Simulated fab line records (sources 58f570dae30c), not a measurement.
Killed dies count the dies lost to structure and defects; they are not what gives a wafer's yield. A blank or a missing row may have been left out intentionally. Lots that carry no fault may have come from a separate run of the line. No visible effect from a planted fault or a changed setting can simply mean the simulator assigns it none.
Matching of chambers | flow berkeley_cmos170 | 4 sister chambers for UCB170_GATE_CLEAN_17 on wet_bench-04
The step cleans in SPM, time 600 s. 18 wafers are shown with their chamber, then 9 later ones without.

== EACH WAFER AND ITS CHAMBER ==
wafer  | chamber | bath_guard_temp_C (C) | bath_heat_duty_pct (%) | temp_c (C)
L219.1 | 2       | 119.7                 | 13.2                   | 119.88
L219.2 | 2       | 120.1                 | 12.6                   | 120.06
L219.6 | 2       | 120.0                 | 14.2                   | 119.95
L221.2 | 0       | 120.2                 | 12.3                   | 120.00
L221.3 | 0       | 120.4                 | 12.8                   | 120.16
L221.4 | 0       | 120.0                 | 12.1                   | 120.25
L224.3 | 2       | 120.3                 | 13.7                   | 120.16
L224.5 | 2       | 120.3                 | 14.2                   | 119.87
L224.6 | 2       | 120.4                 | 12.0                   | 119.94
L225.3 | 3       | 119.4                 | 13.3                   | 120.05
L225.4 | 3       | 120.0                 | 15.0                   | 120.14
L225.6 | 3       | 119.8                 | 14.9                   | 119.85
L229.4 | 3       | 119.9                 | 14.8                   | 119.88
L229.5 | 3       | 119.7                 | 13.6                   | 120.19
L229.6 | 3       | 119.9                 | 13.9                   | 119.99
L228.2 | 1       | 120.3                 | 11.7                   | 119.85
L228.4 | 1       | 120.7                 | 11.8                   | 120.13
L228.5 | 1       | 120.3                 | 13.6                   | 120.04

SIGNATURES (averages over the wafers above)
reading            | chamber 0 | chamber 1 | chamber 2 | chamber 3 | scatter within a chamber
bath_guard_temp_C  | 120.200   | 120.433   | 120.133   | 119.783   | 0.231
bath_heat_duty_pct | 12.400    | 12.367    | 13.317    | 14.250    | 0.813
temp_c             | 120.1367  | 120.0067  | 119.9767  | 120.0167  | 0.128
Rule: for each reading, subtract the chamber's mean from the wafer's reading, divide by that reading's scatter and square the result; add these up over the readings and take the root, which gives the wafer's distance from the chamber. If the next closest chamber is less than 2 further off than the closest, the wafer can't be placed; otherwise it belongs to the closest. The scatter: take each reading less its chamber's mean, square it, sum over the shown wafers, divide by the number of wafers less the number of chambers, and take the root.

== WAFERS MISSING THEIR CHAMBER ==
wafer  | bath_guard_temp_C (C) | bath_heat_duty_pct (%) | temp_c (C)
L233.1 | 120.7                 | 11.7                   | 120.10
L233.3 | 120.6                 | 12.0                   | 120.03
L233.5 | 120.3                 | 11.5                   | 120.12
L232.1 | 120.4                 | 12.9                   | 119.92
L232.4 | 120.2                 | 12.3                   | 120.05
L232.5 | 120.2                 | 11.3                   | 119.93
L234.2 | 119.7                 | 14.9                   | 119.83
L234.5 | 119.8                 | 13.7                   | 119.72
L234.6 | 119.5                 | 13.7                   | 119.98

== CHAMBER TAKEN BY EACH ==
wafer  | from the rows above               | in truth
L233.1 | can't be placed: 1 or 0 or 2      | 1
L233.3 | can't be placed: 1 or 0 or 2      | 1
L233.5 | can't be placed: 0 or 1 or 2      | 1
L232.1 | can't be placed: 1 or 2 or 0      | 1
L232.4 | can't be placed: 0 or 1 or 2      | 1
L232.5 | can't be placed: 1 or 0 or 2      | 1
L234.2 | can't be placed: 3 or 2           | 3
L234.5 | can't be placed: 3 or 2 or 1 or 0 | 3
L234.6 | can't be placed: 3 or 2           | 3
0 of 9 placed correctly. Cannot be placed on the basis of these rows: 9; the candidates contain the true chamber in 9. Number placed wrongly: 0.
